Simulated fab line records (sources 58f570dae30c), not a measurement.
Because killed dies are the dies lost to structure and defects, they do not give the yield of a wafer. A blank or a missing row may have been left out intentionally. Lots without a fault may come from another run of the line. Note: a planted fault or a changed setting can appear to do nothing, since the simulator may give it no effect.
fab line records    flow berkeley_cmos170
record lots=7  wafers=21  last_day=11
route steps=331 shown PWELL@47 WELLDRIVE@55
lots that met no fault: from a run of the same line without faults
start_h: hours from the record's opening day to when the first of the lot's shown wafers began    wait_h: how many hours have passed since the lot's step before this one    " unchanged from the row above    L1.1+2: a row that stands for several wafers    - either no value or no given start    * or withheld: withheld    < > ~ a bound
route shown NAME@n: a module of which the file shows steps, and the number in the route of the first    usual: mean/standard deviation taken from wafers without a fault    same: alike in all rows    chamber/n: place in a boat    sites: each site's reading    _std_site: their standard deviation    _edge_site: outer sites' mean less inner sites'    radius_mm: how far each site lies from the wafer's centre    mask NAME#n: copy n    behind: the most recent tool/chamber to have shaped the wafer    hold: why the lot went on hold/how many hours it stayed there/how the hold came to an end    device: transistor that didn't switch, given as n, p or np    end of line: tests of these same wafers at the route's end    a step without rows: its recipe alone    killed: count of dies lost to structure and defects at first sort (not the wafer's yield)    map: shows each die of a wafer: x if killed, . if not, _ if none is there
set.NAME: the run value of the setting; set.NAME@STEP: its run value at that earlier step    model.NAME: the simulator's own value behind a step, which no gauge read
lots seen at some steps along the route; tables by step, rows by wafer
services: when a tool's chamber went out of use (start_h, in hours from the record's first day, below 0 if earlier), for how many hours, and the reason
## steps
# step UCB170_PWELL_OVL_MEAS_13
# usual PWELL_OVL=-1/6.7
lot.wafer  tool        chamber  start_h  wait_h  PWELL_OVL[nm]
L805.2     overlay-02  -        53.80    -       -3
L805.3     "           -        "        "       -4
L805.5     "           -        "        "       -4
L808.1     overlay-01  -        64.36    -       2
L808.2     "           -        "        "       4
L808.5     "           -        "        "       -4
L807.1     overlay-02  -        64.49    -       3
L807.3     "           -        "        "       -2
L807.4     "           -        "        "       -4
L809.1     overlay-01  -        74.74    -       2
L809.3     "           -        "        "       11
L809.5     "           -        "        "       1
L817.2     overlay-02  -        113.85   -       -4
L817.3     "           -        "        "       -10
L817.6     "           -        "        "       -4
L823.2     overlay-01  -        148.39   -       -6
L823.4     "           -        "        "       -4
L823.5     "           -        "        "       0
L824.3     overlay-02  -        148.67   -       3
L824.5     "           -        "        "       -4
L824.6     "           -        "        "       5
# step UCB170_PWELL_ETCH_14
# recipe chemistry=CH3F/Ar/O2  target=Si3N4  stop_on=SiO2  CH3F_flow_sccm=20  Ar_flow_sccm=50  O2_flow_sccm=7  pressure_mtorr=50  rf_w=450  target_depth_a=2420  over_etch_frac=0.1  time_s=151
# usual CH3F_flow_sccm=20.00/0.054  O2_flow_sccm=6.999/0.02  drypump_motor_current_A=5.7/0.61  oes_product_au=0.943/0.013  throttle_valve_pct=8.10/0.13
lot.wafer  tool         chamber  start_h  wait_h  CH3F_flow_sccm  O2_flow_sccm  drypump_motor_current_A  oes_product_au  rf_hours_counter_h  throttle_valve_pct
L805.2     rie_diel-03  2        53.83    0.0     20.06           7.010         6.5                      0.961           124                 8.24
L805.3     "            3        "        "       19.93           7.000         6.7                      0.933           87                  7.97
L805.5     "            3        "        "       19.96           6.971         6.6                      0.947           -                   7.95
L808.1     rie_diel-01  3        64.39    0.0     19.91           6.996         5.5                      0.944           109                 7.91
L808.2     "            0        "        "       19.99           7.013         5.9                      0.937           35                  7.91
L808.5     "            3        "        "       19.95           7.017         5.5                      0.942           -                   7.93
L807.1     rie_diel-03  2        64.52    0.0     19.99           6.985         6.6                      0.960           125                 8.24
L807.3     "            0        "        "       20.01           6.976         6.0                      0.929           13                  8.16
L807.4     "            1        "        "       20.05           6.968         5.9                      0.924           14                  8.19
L809.1     rie_diel-01  1        74.77    0.0     19.97           6.981         5.0                      0.932           5                   8.18
L809.3     "            2        "        "       20.00           7.018         5.1                      0.931           110                 8.15
L809.5     "            3        "        "       20.04           7.033         5.5                      0.937           -                   7.91
L817.2     rie_diel-02  3        113.88   0.0     19.95           7.001         6.2                      0.938           107                 8.30
L817.3     "            2        "        "       20.00           6.998         5.2                      0.960           15                  7.95
L817.6     "            2        "        "       20.09           7.009         5.2                      0.963           -                   7.94
L823.2     rie_diel-02  3        148.42   0.0     20.08           7.015         6.2                      0.943           109                 8.29
L823.4     "            0        "        "       19.97           6.997         6.1                      0.928           89                  8.01
L823.5     "            1        "        "       20.03           6.986         4.7                      0.963           -                   8.22
L824.3     rie_diel-01  3        148.69   0.0     20.04           6.984         5.5                      0.956           113                 7.93
L824.5     "            0        "        "       19.93           7.017         5.9                      0.941           -                   7.93
L824.6     "            3        "        "       20.13           6.951         5.5                      0.942           -                   7.92
# step UCB170_PWELL_IMPLANT_15
# recipe species=B  dose_cm2=5.102e+12  energy_kev=60  tilt_deg=7
# step UCB170_PWELL_STRIP_16
# recipe chemistry=O2  power_w=400  pressure_mtorr=3500  platen_temp_c=withheld  o2_flow_sccm=400  overash_fraction=0.5
# usual drypump_motor_current_A=5.7/0.32  oes_product_au=0.721/0.0046  strip_time_to_endpoint_s=18.13/0.087
lot.wafer  tool             chamber  start_h  wait_h  drypump_motor_current_A  oes_product_au  rf_hours_counter_h  strip_time_to_endpoint_s
L805.2     plasma_asher-03  1        54.08    0.1     5.9                      0.717           35                  18.26
L805.3     "                0        "        "       6.2                      0.720           -                   18.25
L805.5     "                0        "        "       6.2                      0.717           -                   18.24
L808.1     plasma_asher-02  0        64.64    0.1     5.2                      0.720           36                  18.08
L808.2     "                1        "        "       5.8                      0.720           36                  18.09
L808.5     "                1        "        "       5.8                      0.716           -                   18.07
L807.1     plasma_asher-04  1        64.78    0.1     5.4                      0.718           31                  18.16
L807.3     "                0        "        "       5.7                      0.725           -                   18.18
L807.4     "                1        "        "       5.4                      0.724           -                   18.17
L809.1     plasma_asher-04  0        75.02    0.1     5.7                      0.731           33                  18.08
L809.3     "                0        "        "       5.7                      0.727           -                   17.96
L809.5     "                1        "        "       5.4                      0.723           -                   18.05
L817.2     plasma_asher-03  0        114.14   0.1     6.2                      0.728           43                  18.22
L817.3     "                0        "        "       6.2                      0.715           -                   18.22
L817.6     "                0        "        "       6.2                      0.713           -                   18.16
L823.2     plasma_asher-02  0        148.67   0.1     5.2                      0.719           2                   18.10
L823.4     "                0        "        "       5.2                      0.716           -                   17.99
L823.5     "                0        "        "       5.2                      0.718           -                   18.14
L824.3     plasma_asher-03  1        148.98   0.1     5.8                      0.718           -                   18.05
L824.5     "                1        "        "       5.9                      0.723           -                   18.09
L824.6     "                0        "        "       6.1                      0.720           -                   18.05
# step UCB170_PWELL_TW_MEAS_17
# usual PWELL_TW=381.2/1.7
lot.wafer  tool           chamber  start_h  wait_h  PWELL_TW
L805.2     film_metro-01  -        54.19    0.1     379.9
L805.3     "              -        "        "       381.1
L805.5     "              -        "        "       379.8
L808.1     film_metro-02  -        64.74    0.1     377.6
L808.2     "              -        "        "       378.0
L808.5     "              -        "        "       382.0
L807.1     film_metro-01  -        64.88    0.1     378.7
L807.3     "              -        "        "       380.6
L807.4     "              -        "        "       381.1
L809.1     film_metro-04  -        75.12    0.1     384.0
L809.3     "              -        "        "       382.6
L809.5     "              -        "        "       383.8
L817.2     film_metro-02  -        114.25   0.1     380.3
L817.3     "              -        "        "       379.5
L817.6     "              -        "        "       378.9
L823.2     film_metro-01  -        148.78   0.1     382.8
L823.4     "              -        "        "       384.9
L823.5     "              -        "        "       383.8
L824.3     film_metro-01  -        149.06   0.1     381.4
L824.5     "              -        "        "       383.7
L824.6     "              -        "        "       379.5
# step UCB170_PWELL_CLEAN_18
# recipe chemistry=SPM  temp_c=120  time_s=600
# step UCB170_PWELL_WET_ETCH_19
# recipe chemistry=H3PO4  target=Si3N4  temp_c=160  time_s=14400
# step UCB170_PWELL_WET_ETCH_20
# recipe chemistry=BOE  dilution=5:1  target=SiO2  temp_c=25  time_s=22
# step UCB170_WELLDRIVE_CLEAN_00
# recipe chemistry=SPM  temp_c=120  time_s=600
# step UCB170_WELLDRIVE_OXIDATION_01
# recipe temp_c=1100  ambient=O2  target_thk_a=1990  ox_time_s=9000
# step UCB170_WELLDRIVE_THK_MEAS_02
# recipe reads=SiO2_of_WELLDRIVE_OXIDATION_01
# usual WELLDRIVE_OXIDE_THK=198/3.2
lot.wafer  tool           chamber  start_h  wait_h  WELLDRIVE_OXIDE_THK[nm]
L805.2     film_metro-02  -        67.27    0.0     197
L805.3     "              -        "        "       196
L805.5     "              -        "        "       194
L807.1     film_metro-02  -        74.42    0.0     202
L807.3     "              -        "        "       205
L807.4     "              -        "        "       202
L808.1     film_metro-01  -        74.42    0.0     196
L808.2     "              -        "        "       198
L808.5     "              -        "        "       198
L809.1     film_metro-01  -        84.96    0.0     195
L809.3     "              -        "        "       194
L809.5     "              -        "        "       195
L817.2     film_metro-01  -        126.77   0.0     196
L817.3     "              -        "        "       197
L817.6     "              -        "        "       195
L824.3     film_metro-01  -        165.37   0.0     198
L824.5     "              -        "        "       199
L824.6     "              -        "        "       197
L823.2     film_metro-02  -        165.40   0.1     206
L823.4     "              -        "        "       205
L823.5     "              -        "        "       206
# step UCB170_WELLDRIVE_ANNEAL_03
# recipe temp_c=1100  time_s=900  ambient=N2
# step UCB170_WELLDRIVE_WET_ETCH_04
# recipe chemistry=BOE  dilution=5:1  target=SiO2  temp_c=25  time_s=120
# usual bath_heat_duty_pct=6.2/0.76  run_length_s=147.0/3
lot.wafer  tool          chamber  start_h  wait_h  bath_heat_duty_pct  run_length_s  model.SiO2_of_WELLDRIVE_OXIDATION_01.thk_nm
L805.2     wet_bench-03  0        70.92    0.0     5.6                 145.1         0
L805.3     "             0        "        "       5.4                 145.1         0
L805.5     "             0        "        "       5.8                 145.1         0
L807.1     wet_bench-01  2        79.37    1.1     -                   -             202.3
L807.3     "             2        "        "       -                   -             205.3
L807.4     "             2        "        "       -                   -             201.9
L808.1     wet_bench-01  0        79.37    1.1     -                   -             196.4
L808.2     "             0        "        "       -                   -             198.5
L808.5     "             0        "        "       -                   -             198.6
L809.1     wet_bench-04  2        88.54    0.0     -                   -             194.5
L809.3     "             2        "        "       -                   -             194.3
L809.5     "             2        "        "       -                   -             194.4
L817.2     wet_bench-01  3        131.54   0.0     8.1                 145.5         0
L817.3     "             3        "        "       7.7                 145.5         0
L817.6     "             3        "        "       7.7                 145.5         0
L823.2     wet_bench-01  3        169.51   0.3     7.8                 145.7         0
L823.4     "             3        "        "       7.7                 145.7         0
L823.5     "             3        "        "       8.2                 145.7         0
L824.3     wet_bench-01  2        169.51   0.3     5.4                 146.9         0
L824.5     "             2        "        "       6.2                 146.9         0
L824.6     "             2        "        "       5.8                 146.9         0
## services
tool             chamber  start_h  hours  kind
rie_diel-01      3        38.73    6.5    repair
plasma_asher-04  -        42.85    0.7    repair
rie_diel-02      2        55.46    1.4    repair
wet_bench-03     -        60.54    1.9    pm
rie_diel-01      -        93.33    5.7    repair
plasma_asher-03  -        100.29   2.8    pm
wet_bench-03     -        103.17   1.0    repair
wet_bench-01     -        105.86   1.9    pm
plasma_asher-02  -        108.75   9.0    pm
plasma_asher-02  0        108.75   9.0    vent_cycle
plasma_asher-02  1        108.75   9.0    vent_cycle
plasma_asher-02  0        117.75   -      clean
plasma_asher-02  1        117.75   -      clean
plasma_asher-02  -        126.56   1.4    repair
rie_diel-02      -        129.99   2.8    pm
## key
first_sign step=UCB170_WELLDRIVE_WET_ETCH_04  reading=tool_record  direction=missing
effect none on later readings
model_effect step=UCB170_WELLDRIVE_WET_ETCH_04  value=SiO2_of_WELLDRIVE_OXIDATION_01.thk_nm  without=0  struck=198.5
met_at UCB170_WELLDRIVE_WET_ETCH_04
struck_wafers L807.1,L807.3,L807.4,L808.1,L808.2,L808.5,L809.1,L809.3,L809.5
later_rows_left_out L807.1,L807.3,L807.4,L808.1,L808.2,L808.5,L809.1,L809.3,L809.5
sort_left_out L807.1,L807.3,L807.4,L808.1,L808.2,L808.5,L809.1,L809.3,L809.5
tester_left_out L807,L808,L809
fault kind=skipped_step_whole  tool=wet_bench-01,wet_bench-04  chamber=-  onset_h=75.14  steps=UCB170_WELLDRIVE_WET_ETCH_04  scope=struck_lots_only
# tester_left_out: of these lots the tester's yield and bins aren't shown, on N5 and GAA mostly nor the transistor test; their killed dies are dies lost to structure and defects alone, not to doping, threshold or leakage, so they don't give the yield
# sort_left_out: the simulated sort isn't trusted on such a fault, so these wafers' sort isn't shown, and their yield isn't known
# later_rows_left_out: the simulator's readings of these wafers behind a module that went badly wrong aren't trusted and aren't shown, but for the sort
